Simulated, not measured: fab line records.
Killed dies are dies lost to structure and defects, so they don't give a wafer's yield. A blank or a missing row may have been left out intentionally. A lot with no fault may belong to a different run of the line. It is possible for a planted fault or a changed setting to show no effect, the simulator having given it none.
Chamber matching	flow berkeley cmos170	rie diel-04 running UCB170_V1_ETCH_14: 4 sister chambers
The step etches SiO2 in CHF3/CF4/Ar, stops on Al, target depth 1250 nm, time 291 s. 4 wafers are shown with their chamber, then 7 later ones without.

EACH WAFER AND ITS CHAMBER
wafer	chamber	throttle valve pct (%)
L999.3	3	6.95
L999.5	1	6.96
L105.3	2	6.81
L105.4	0	6.87

WAFERS WHOSE CHAMBER IS MISSING
wafer	throttle valve pct (%)
L105.6	6.96
L104.3	6.89
L104.5	6.81
L104.6	6.96
L107.1	6.88
L107.2	6.92
L107.5	6.92

WHICH CHAMBER EACH ONE RAN IN
wafer	from the rows above	in truth
L105.6	can't be placed: 1 or 3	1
L104.3	0	0
L104.5	2	2
L104.6	can't be placed: 1 or 3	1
L107.1	0	0
L107.2	can't be placed: 3 or 1 or 0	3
L107.5	can't be placed: 3 or 1 or 0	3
Correct placement for 3 of the 7. These rows do not allow placing 4 (true chamber among the candidates in 4). Number placed wrongly: 0.
How it was worked out, from the rows above alone: a wafer's distance from a chamber is the root of the sum, over the readings, of the square of ((its reading less the chamber's mean) divided by the reading's scatter). The wafer belongs to the nearest chamber; if the next one is less than 2 further off, it can't be placed. A chamber's mean is the mean of its shown wafers. The scatter: root of mean squared gap, hidden wafer to nearest shown wafer, with one shown wafer a chamber.
